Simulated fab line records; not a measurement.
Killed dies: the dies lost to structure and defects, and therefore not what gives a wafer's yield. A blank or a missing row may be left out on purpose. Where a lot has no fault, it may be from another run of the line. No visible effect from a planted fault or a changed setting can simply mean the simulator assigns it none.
Matching of chambers -- flow berkeley cmos170 -- 3 sister chambers for UCB170_V1_CVD_00 on pecvd-02
The step deposits SiO2 from TEOS/O2, target thk 2000 nm, time 250 s. 3 wafers are shown with their chamber, then 7 later ones without.

## WAFERS, EACH WITH ITS CHAMBER
wafer,chamber,heater power w (W)
L896.1,1,310
L900.2,0,241
L901.5,2,206

## WAFERS WITH NO CHAMBER GIVEN
wafer,heater power w (W)
L901.6,213
L907.3,228
L907.4,290
L907.6,278
L914.2,272
L914.4,212
L914.6,208

## WHICH CHAMBER EACH ONE RAN IN
wafer,from the rows above,in truth
L901.6,can't be placed: 2 or 0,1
L907.3,can't be placed: 0 or 2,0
L907.4,can't be placed: 1 or 0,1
L907.6,can't be placed: 1 or 0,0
L914.2,can't be placed: 0 or 1 or 2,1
L914.4,can't be placed: 2 or 0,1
L914.6,can't be placed: 2 or 0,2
Placed correctly: 0 of 7. These rows do not allow placing 7 (true chamber among the candidates in 5). 0 placed wrongly.
How it was worked out, from the rows above alone: a wafer's distance from a chamber is the root of the sum, over the readings, of the square of ((its reading less the chamber's mean) divided by the reading's scatter). The wafer belongs to the nearest chamber; if the next one is less than 2 further off, it can't be placed. The mean given for a chamber averages the wafers shown for that chamber. The scatter: with one shown wafer a chamber, the root of the mean of the squares of how far each hidden wafer lies from its nearest shown one.
